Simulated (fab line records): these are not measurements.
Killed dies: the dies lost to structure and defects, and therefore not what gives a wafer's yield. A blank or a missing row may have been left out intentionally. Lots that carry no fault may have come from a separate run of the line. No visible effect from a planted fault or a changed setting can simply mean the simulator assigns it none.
Comparing a struck lot with a sound one + flow rit-cmos + 13 out of 202 route steps
Sound: wafers L561.1, L561.5, L561.6. The struck wafers were L571.1, L571.3, L571.4. The cause comes at the end.
Each step with rows lists, per side, the tool, then ch with its chambers, then its first start. Under that, the readings that differ: sound wafers + struck wafers + difference of the means + sigmas: that difference in standard deviations of wafers without a fault.
alike: readings with means less than 2 such deviations apart, plus words and numbers identical on both sides. not compared: withheld readings, readings lacking a value on some wafer, bounds such as >300 that could conceal the same value, and numbers that have no deviation in the record and whose values overlap.
The two part at a step that has a row with sigmas, a row that says differs or no value, or rows on one side only. Numbers that don't overlap but have no deviation are shown without sigmas and don't part them. Lack of a reading on every wafer of one side parts them only where that side has two or more wafers.

first, 2 steps without rows for these wafers: RIT_ACTIVE_PEB_09; RIT_ACTIVE_DEVELOP_10 (develop time 50 s).
RIT_ACTIVE_CD_MEAS_11: target cd 1400 nm.
  struck on cd-sem-02, day 4 22:26; sound on cd-sem-01, day 2 20:34
  alike: cd-nm
then, 1 step without rows for these wafers: RIT_ACTIVE_HARDBAKE_12 (time 60 s).
RIT_ACTIVE_ETCH_13: etches Si3N4 in SF6, stops on SiO2, time 210 s, target depth 210 nm.
  sound on rie-diel-01 ch 1,2, day 2 20:50; struck on rie-diel-04 ch 0,2,3, day 4 22:43
  alike: SF6_flow_sccm, chamber-pressure-mTorr, drypump-motor-current-A, oes-product-au, throttle-valve-pct
  not compared: rf-hours-counter-h
RIT_ACTIVE_STRIP_14: strips in O2, time 180 s.
  sound on plasma-asher-01 ch 0,1, day 2 20:58; struck on plasma-asher-02 ch 0,1, day 4 22:50
  alike: drypump-motor-current-A, rf-refl-power-W
  not compared: rf-hours-counter-h
RIT_ACTIVE_CD_MEAS_90: target cd 1400 nm.
  struck on cd-sem-01, day 4 23:01; sound on cd-sem-02, day 2 21:08
  alike: cd-nm
then, 4 steps without rows for these wafers: RIT_ACTIVE_CLEAN_15 (cleans in SC1, time 600 s); RIT_ACTIVE_CLEAN_16 (cleans in dHF, time 30 s); RIT_ACTIVE_CLEAN_17 (cleans in SC2, time 600 s); RIT_FOX1_OXIDATION_00 (target thk 350.7 nm, ox time 1130 s).
RIT_FOX1_THK_MEAS_01:
  struck on film-metro-01, day 5 01:23; sound on film-metro-04, day 2 22:56
| reading             | sound       | struck      | difference | sigmas |
|---------------------|-------------|-------------|------------|--------|
| FOX1_OXIDE_THK (nm) | 353 349 355 | 331 334 331 | -20        | -3     |
RIT_FOX1_WET_ETCH_02: etches SiO2 in BOE, target depth 350 nm, time 390 s.
  sound on wet-bench-01 ch 2, day 2 23:00; struck on wet-bench-04 ch 2, day 5 01:27
  no value came back on the struck wafers for bath-heat-duty-pct (%), run-length-s (s); on the sound wafers bath-heat-duty-pct (%) reads 2.0 2.4 1.7
| reading                                     | sound             | struck            | difference | sigmas |
|---------------------------------------------|-------------------|-------------------|------------|--------|
| model.SiO2_of_FOX1_OXIDATION_00.thk-nm (nm) | 0 0 0             | 330.6 333.5 330.9 | +331.7     |        |
| model.Si3N4_of_ACTIVE_CVD_03.thk-nm (nm)    | 138.8 140.1 140.1 | 142.1 142 142.2   | +2.4       |        |

WHERE THEY PART
Earliest at RIT_FOX1_THK_MEAS_01; latest, in this record, at RIT_FOX1_WET_ETCH_02.

WHY: the cause the simulator had injected
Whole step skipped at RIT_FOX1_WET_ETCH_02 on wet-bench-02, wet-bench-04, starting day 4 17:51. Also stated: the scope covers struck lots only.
